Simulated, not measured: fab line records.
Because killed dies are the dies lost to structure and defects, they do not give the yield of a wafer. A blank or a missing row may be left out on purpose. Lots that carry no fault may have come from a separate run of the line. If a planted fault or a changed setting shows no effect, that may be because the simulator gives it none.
fab line records || flow rit-cmos
[record] {"lots": 14, "wafers": 42, "last-day": 19}
route steps=202 shown PLDD@122 M1@202
lots untouched by any fault: they come from a run of this same line in which no faults occurred
start-h: start of the lot's first displayed wafer, in hours after the record's first day || wait-h: hours elapsed since this lot's preceding step || " the same as in the row above || L1.1+2: a row that stands for several wafers || - no value, or no start given || * or withheld: withheld || < > ~ a bound
route shown NAME@n: NAME is a module with steps in the file, n the number in the route of the first one || usual: mean/standard deviation taken from wafers without a fault || same: alike in all rows || chamber/n: place in a boat || sites: each site's reading || _std_site: their standard deviation || _edge_site: outer sites' mean less inner sites' || radius-mm: how far each site lies from the wafer's centre || mask NAME#n: copy n || behind: the tool/chamber that last shaped the wafer || hold: cause of the lot's hold/its duration in hours/its outcome || device: whichever transistor did not switch (one of n, p or np) || end of line: the tests these same wafers got at the end of their route || a step given without rows: its recipe and nothing more || killed: at the first sort, the dies lost to defects and structure; wafer yield is something else || map: shows each die of a wafer: x if killed, . if not, _ if none is there
set.NAME: the setting as run; set.NAME@STEP: as run at that earlier step || model.NAME: the simulator's own value behind a step, which no gauge read
the route's steps for a sample of lots (tables are steps, rows are wafers)
services: a tool's chamber out of use, with start hour (start-h, from the record's first day; less than 0 if before it), hours out, and reason
[[steps]]
[step RIT_PLDD_IMPLANT_08]
[recipe] {"species": "BF2", "energy-kev": 20, "dose-cm2": 9e+14, "tilt-deg": 7}
[usual] {"beam-energy-keV": "20.000/0.0063", "beam-on-s": "10.00/0.18", "tilt-deg": "7.001/0.019"}
{"lot.wafer": "L725.2", "tool": "implanter-02", "chamber": 0, "start-h": 60.30, "wait-h": 0.1, "beam-energy-keV": 20.014, "beam-on-s": 10.10, "tilt-deg": 7.014}
{"lot.wafer": "L725.4", "tool": "implanter-02", "chamber": 0, "start-h": 60.30, "wait-h": 0.1, "beam-energy-keV": 20.021, "beam-on-s": 10.12, "tilt-deg": 7.039}
{"lot.wafer": "L725.6", "tool": "implanter-02", "chamber": 0, "start-h": 60.30, "wait-h": 0.1, "beam-energy-keV": 20.007, "beam-on-s": 10.02, "tilt-deg": 7.000}
{"lot.wafer": "L726.1", "tool": "implanter-01", "chamber": 0, "start-h": 67.33, "wait-h": 0.1, "beam-energy-keV": 19.994, "beam-on-s": 10.06, "tilt-deg": 6.977}
{"lot.wafer": "L726.2", "tool": "implanter-01", "chamber": 0, "start-h": 67.33, "wait-h": 0.1, "beam-energy-keV": 19.995, "beam-on-s": 9.80, "tilt-deg": 6.955}
{"lot.wafer": "L726.6", "tool": "implanter-01", "chamber": 0, "start-h": 67.33, "wait-h": 0.1, "beam-energy-keV": 19.992, "beam-on-s": 10.15, "tilt-deg": 6.995}
{"lot.wafer": "L727.1", "tool": "implanter-03", "chamber": 0, "start-h": 74.17, "wait-h": 0.1, "beam-energy-keV": 20.005, "beam-on-s": 10.04, "tilt-deg": 7.039}
{"lot.wafer": "L727.2", "tool": "implanter-03", "chamber": 0, "start-h": 74.17, "wait-h": 0.1, "beam-energy-keV": 20.002, "beam-on-s": 9.62, "tilt-deg": 7.030}
{"lot.wafer": "L727.5", "tool": "implanter-03", "chamber": 0, "start-h": 74.17, "wait-h": 0.1, "beam-energy-keV": 20.011, "beam-on-s": 9.88, "tilt-deg": 7.050}
{"lot.wafer": "L731.1", "tool": "implanter-02", "chamber": 0, "start-h": 89.55, "wait-h": 0.1, "beam-energy-keV": 19.994, "beam-on-s": 10.02, "tilt-deg": 6.984}
{"lot.wafer": "L731.4", "tool": "implanter-02", "chamber": 0, "start-h": 89.55, "wait-h": 0.1, "beam-energy-keV": 20.000, "beam-on-s": 9.96, "tilt-deg": 7.003}
{"lot.wafer": "L731.5", "tool": "implanter-02", "chamber": 0, "start-h": 89.55, "wait-h": 0.1, "beam-energy-keV": 20.003, "beam-on-s": 10.12, "tilt-deg": 6.996}
{"lot.wafer": "L732.1", "tool": "implanter-01", "chamber": 0, "start-h": 104.21, "wait-h": 0.1, "beam-energy-keV": 20.004, "beam-on-s": 9.93, "tilt-deg": 6.998}
{"lot.wafer": "L732.2", "tool": "implanter-01", "chamber": 0, "start-h": 104.21, "wait-h": 0.1, "beam-energy-keV": 20.006, "beam-on-s": 9.91, "tilt-deg": 7.001}
{"lot.wafer": "L732.4", "tool": "implanter-01", "chamber": 0, "start-h": 104.21, "wait-h": 0.1, "beam-energy-keV": 20.005, "beam-on-s": 10.14, "tilt-deg": 7.016}
{"lot.wafer": "L736.1", "tool": "implanter-01", "chamber": 0, "start-h": 119.08, "wait-h": 0.1, "beam-energy-keV": 20.193, "beam-on-s": 10.17, "tilt-deg": 7.023}
{"lot.wafer": "L736.4", "tool": "implanter-01", "chamber": 0, "start-h": 119.08, "wait-h": 0.1, "beam-energy-keV": 20.187, "beam-on-s": 9.98, "tilt-deg": 7.023}
{"lot.wafer": "L736.6", "tool": "implanter-01", "chamber": 0, "start-h": 119.08, "wait-h": 0.1, "beam-energy-keV": 20.185, "beam-on-s": 10.28, "tilt-deg": 6.983}
{"lot.wafer": "L738.2", "tool": "implanter-01", "chamber": 0, "start-h": 126.64, "wait-h": 0.1, "beam-energy-keV": 20.183, "beam-on-s": 9.63, "tilt-deg": 6.974}
{"lot.wafer": "L738.4", "tool": "implanter-01", "chamber": 0, "start-h": 126.64, "wait-h": 0.1, "beam-energy-keV": 20.182, "beam-on-s": 9.97, "tilt-deg": 6.988}
{"lot.wafer": "L738.6", "tool": "implanter-01", "chamber": 0, "start-h": 126.64, "wait-h": 0.1, "beam-energy-keV": 20.186, "beam-on-s": 9.89, "tilt-deg": 7.030}
{"lot.wafer": "L739.2", "tool": "implanter-02", "chamber": 0, "start-h": 134.25, "wait-h": 0.1, "beam-energy-keV": 19.993, "beam-on-s": 10.06, "tilt-deg": 6.984}
{"lot.wafer": "L739.3", "tool": "implanter-02", "chamber": 0, "start-h": 134.25, "wait-h": 0.1, "beam-energy-keV": 20.005, "beam-on-s": 10.01, "tilt-deg": 7.026}
{"lot.wafer": "L739.4", "tool": "implanter-02", "chamber": 0, "start-h": 134.25, "wait-h": 0.1, "beam-energy-keV": 19.991, "beam-on-s": 9.96, "tilt-deg": 6.972}
{"lot.wafer": "L741.2", "tool": "implanter-02", "chamber": 0, "start-h": 140.05, "wait-h": 0.1, "beam-energy-keV": 19.999, "beam-on-s": 10.16, "tilt-deg": 6.973}
{"lot.wafer": "L741.3", "tool": "implanter-02", "chamber": 0, "start-h": 140.05, "wait-h": 0.1, "beam-energy-keV": 20.006, "beam-on-s": 10.08, "tilt-deg": 7.016}
{"lot.wafer": "L741.6", "tool": "implanter-02", "chamber": 0, "start-h": 140.05, "wait-h": 0.1, "beam-energy-keV": 20.003, "beam-on-s": 9.90, "tilt-deg": 6.995}
{"lot.wafer": "L742.1", "tool": "implanter-02", "chamber": 0, "start-h": 143.11, "wait-h": 0.1, "beam-energy-keV": 19.995, "beam-on-s": 9.78, "tilt-deg": 6.999}
{"lot.wafer": "L742.3", "tool": "implanter-02", "chamber": 0, "start-h": 143.11, "wait-h": 0.1, "beam-energy-keV": 20.003, "beam-on-s": 10.09, "tilt-deg": 7.005}
{"lot.wafer": "L742.6", "tool": "implanter-02", "chamber": 0, "start-h": 143.11, "wait-h": 0.1, "beam-energy-keV": 20.001, "beam-on-s": 9.95, "tilt-deg": 7.003}
{"lot.wafer": "L743.4", "tool": "implanter-03", "chamber": 0, "start-h": 148.95, "wait-h": 0.1, "beam-energy-keV": 19.998, "beam-on-s": 10.11, "tilt-deg": 6.967}
{"lot.wafer": "L743.5", "tool": "implanter-03", "chamber": 0, "start-h": 148.95, "wait-h": 0.1, "beam-energy-keV": 20.000, "beam-on-s": 10.09, "tilt-deg": 7.016}
{"lot.wafer": "L743.6", "tool": "implanter-03", "chamber": 0, "start-h": 148.95, "wait-h": 0.1, "beam-energy-keV": 19.994, "beam-on-s": 10.32, "tilt-deg": 7.011}
{"lot.wafer": "L744.2", "tool": "implanter-02", "chamber": 0, "start-h": 154.35, "wait-h": 0.1, "beam-energy-keV": 19.996, "beam-on-s": 10.03, "tilt-deg": 7.041}
{"lot.wafer": "L744.3", "tool": "implanter-02", "chamber": 0, "start-h": 154.35, "wait-h": 0.1, "beam-energy-keV": 19.996, "beam-on-s": 9.98, "tilt-deg": 7.014}
{"lot.wafer": "L744.6", "tool": "implanter-02", "chamber": 0, "start-h": 154.35, "wait-h": 0.1, "beam-energy-keV": 19.991, "beam-on-s": 10.05, "tilt-deg": 6.988}
{"lot.wafer": "L746.2", "tool": "implanter-03", "chamber": 0, "start-h": 159.85, "wait-h": 0.1, "beam-energy-keV": 19.999, "beam-on-s": 10.26, "tilt-deg": 7.000}
{"lot.wafer": "L746.5", "tool": "implanter-03", "chamber": 0, "start-h": 159.85, "wait-h": 0.1, "beam-energy-keV": 19.990, "beam-on-s": 9.83, "tilt-deg": 6.986}
{"lot.wafer": "L746.6", "tool": "implanter-03", "chamber": 0, "start-h": 159.85, "wait-h": 0.1, "beam-energy-keV": 20.002, "beam-on-s": 9.98, "tilt-deg": 6.980}
{"lot.wafer": "L745.2", "tool": "implanter-03", "chamber": 0, "start-h": 434.76, "wait-h": 0.1, "beam-energy-keV": 20.010, "beam-on-s": 10.17, "tilt-deg": 6.994}
{"lot.wafer": "L745.4", "tool": "implanter-03", "chamber": 0, "start-h": 434.76, "wait-h": 0.1, "beam-energy-keV": 19.994, "beam-on-s": 10.21, "tilt-deg": 7.010}
{"lot.wafer": "L745.5", "tool": "implanter-03", "chamber": 0, "start-h": 434.76, "wait-h": 0.1, "beam-energy-keV": 20.006, "beam-on-s": 10.04, "tilt-deg": 6.975}
[step RIT_M1_PROBE_99]
[usual] {"killed-at-contacts": "0.1/0.27", "killed-at-front-end": "6/3", "killed-dies": "7/3", "killed-open": "3.1/2", "killed-short": "3.4/2"}
[same] {"gross-dies": 264, "killed_at_M0_to_M3": 0, "killed_at_M4_up": 0, "killed-at-back-side": 0, "killed-at-other": 0}
{"lot.wafer": "L731.1", "tool": "prober-01", "chamber": "-", "start-h": 103.33, "wait-h": 0.1, "killed-at-contacts": 0, "killed-at-front-end": 7, "killed-dies": 7, "killed-open": 4, "killed-short": 3}
{"lot.wafer": "L731.4", "tool": "prober-01", "chamber": "-", "start-h": 103.48, "wait-h": 0.2, "killed-at-contacts": 0, "killed-at-front-end": 8, "killed-dies": 8, "killed-open": 3, "killed-short": 5}
{"lot.wafer": "L731.5", "tool": "prober-01", "chamber": "-", "start-h": 103.53, "wait-h": 0.2, "killed-at-contacts": 0, "killed-at-front-end": 8, "killed-dies": 8, "killed-open": 3, "killed-short": 5}
// killed by level:class
L731.1 GATE:geometric-particle:open=3 SPACER:geometric-particle:short=2 FOX2:geometric-particle:short=1 SPACER:geometric-particle:open=1
L731.4 FOX2:geometric-particle:short=2 SPACER:geometric-particle:short=2 FOX2:geometric-particle:open=1 GATE:geometric-particle:short=1 REOX:geometric-particle:open=1 SPACER:geometric-particle:open=1
L731.5 FOX1:geometric-particle:short=1 FOX2:geometric-particle:short=1 GATE:geometric-particle:short=1 GATE:geometric-particle:open=1 SPACER:geometric-particle:short=1 SPACER:geometric-particle:open=1 SILICIDE:geometric-particle:open=1 SILICIDE:geometric-particle:short=1
[[services]]
{"tool": "implanter-01", "chamber": "-", "start-h": 97.06, "hours": 5.9, "kind": "repair"}
{"tool": "implanter-03", "chamber": "-", "start-h": 99.37, "hours": 18.6, "kind": "repair"}
{"tool": "implanter-02", "chamber": "-", "start-h": 101.02, "hours": 1.8, "kind": "repair"}
{"tool": "implanter-02", "chamber": "-", "start-h": 190.79, "hours": 1.1, "kind": "repair"}
{"tool": "implanter-03", "chamber": "-", "start-h": 197.32, "hours": 2.6, "kind": "repair"}
{"tool": "implanter-03", "chamber": "-", "start-h": 204.08, "hours": 2.3, "kind": "repair"}
{"tool": "implanter-03", "chamber": "-", "start-h": 243.19, "hours": 1.1, "kind": "repair"}
{"tool": "implanter-03", "chamber": "-", "start-h": 259.04, "hours": 85.8, "kind": "pm"}
{"tool": "implanter-02", "chamber": "-", "start-h": 341.86, "hours": 5.4, "kind": "pm"}
{"tool": "implanter-02", "chamber": "-", "start-h": 347.35, "hours": 5.4, "kind": "pm"}
{"tool": "implanter-02", "chamber": "-", "start-h": 378.45, "hours": 64.7, "kind": "pm"}
{"tool": "implanter-01", "chamber": "-", "start-h": 433.68, "hours": 3.0, "kind": "pm"}
[[key]]
[first-sign] {"step": "RIT_PLDD_IMPLANT_08", "reading": "beam-energy-keV", "direction": "up", "sigmas": 30, "usual": 20.000, "struck": 20.186}
effect none on later readings
met-at RIT_PLDD_IMPLANT_08
struck-lots L736,L738
tester-left-out L736,L738
onset-between 104.21 119.08
[fault] {"kind": "process-parameter-drift", "tool": "implanter-01", "chamber": "-", "onset-h": 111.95, "steps": "RIT_PLDD_IMPLANT_08", "channel": "energy-kev", "offset": 0.18679, "shape": "step", "end-h": 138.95, "acts-in": "these-recipes-only", "stated": 20}
// tester-left-out: of these lots the tester's yield and bins aren't shown, on N5 and GAA mostly nor the transistor test; their killed dies are dies lost to structure and defects alone, not to doping, threshold or leakage, so they don't give the yield
